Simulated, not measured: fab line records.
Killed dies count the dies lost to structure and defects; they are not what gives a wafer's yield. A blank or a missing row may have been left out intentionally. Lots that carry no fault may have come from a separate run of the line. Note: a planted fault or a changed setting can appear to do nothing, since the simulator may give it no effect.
Which tool did it?	flow berkeley_cmos170	11 lots with 33 wafers sampled at 2 steps, on a route of 331 steps

## WHAT EACH GAUGE READ, for each wafer
UCB170_M1_OVL_MEAS_10.
lot	measured	on	M1_OVL (nm)
L946	day 6 19:34	overlay-01	3 7 0
L947	day 7 07:35	overlay-02	-8 -7 -3
L949	day 8 08:23	overlay-01	-14 -17 -12
L952	day 8 17:50	overlay-02	-7 -11 -7
L953	day 8 20:03	overlay-02	1 -8 0
L954	day 9 04:43	overlay-01	-8 -6 -5
L961	day 10 09:47	overlay-01	-10 -6 -6
L960	day 10 09:37	overlay-01	-6 -1 -2
L967	day 11 22:02	overlay-01	1 -4 -9
L968	day 11 22:41	overlay-02	-3 -6 1
L969	day 11 18:19	overlay-02	-10 -11 -5

## TOOL THAT RAN EACH LOT (tool first, then ch and the chambers of the sampled wafers, then the start)
lot	UCB170_GATE_OXIDATION_01
L946	furnace-01 ch 0, day 5 11:40
L947	furnace-03 ch 0, day 5 23:02
L949	furnace-02 ch 0, day 7 03:16
L952	furnace-02 ch 0, day 7 11:22
L953	furnace-02 ch 0, day 7 11:22
L954	furnace-01 ch 0, day 7 20:49
L961	furnace-01 ch 0, day 8 20:35
L960	furnace-03 ch 0, day 8 23:05
L967	furnace-01 ch 0, day 10 08:47
L968	furnace-01 ch 0, day 10 08:47
L969	furnace-01 ch 0, day 10 08:47
- UCB170_GATE_OXIDATION_01: target thk 6.6 nm, ox time 1800 s.

## THE ANSWER, worked out from the rows above alone
Rule: the usual values come from the lots themselves. The widest of any qualifying gaps counts: lots, ordered by their means at a reading, are off when they make up no more than a third of the lots, leave a main group of 4 or more, and stand apart from it by 3 or more times the standard deviation of that group's means. A main group whose means are all the same, to the digits that the tables above print for the reading, isn't used. Also off: a lot with no number at a reading for which 4 or more lots have one. All remaining lots with rows at the step are treated as sound.
None of the lots is off at any reading shown; this tells nothing.

## WHAT THE SIMULATOR HAD INSERTED
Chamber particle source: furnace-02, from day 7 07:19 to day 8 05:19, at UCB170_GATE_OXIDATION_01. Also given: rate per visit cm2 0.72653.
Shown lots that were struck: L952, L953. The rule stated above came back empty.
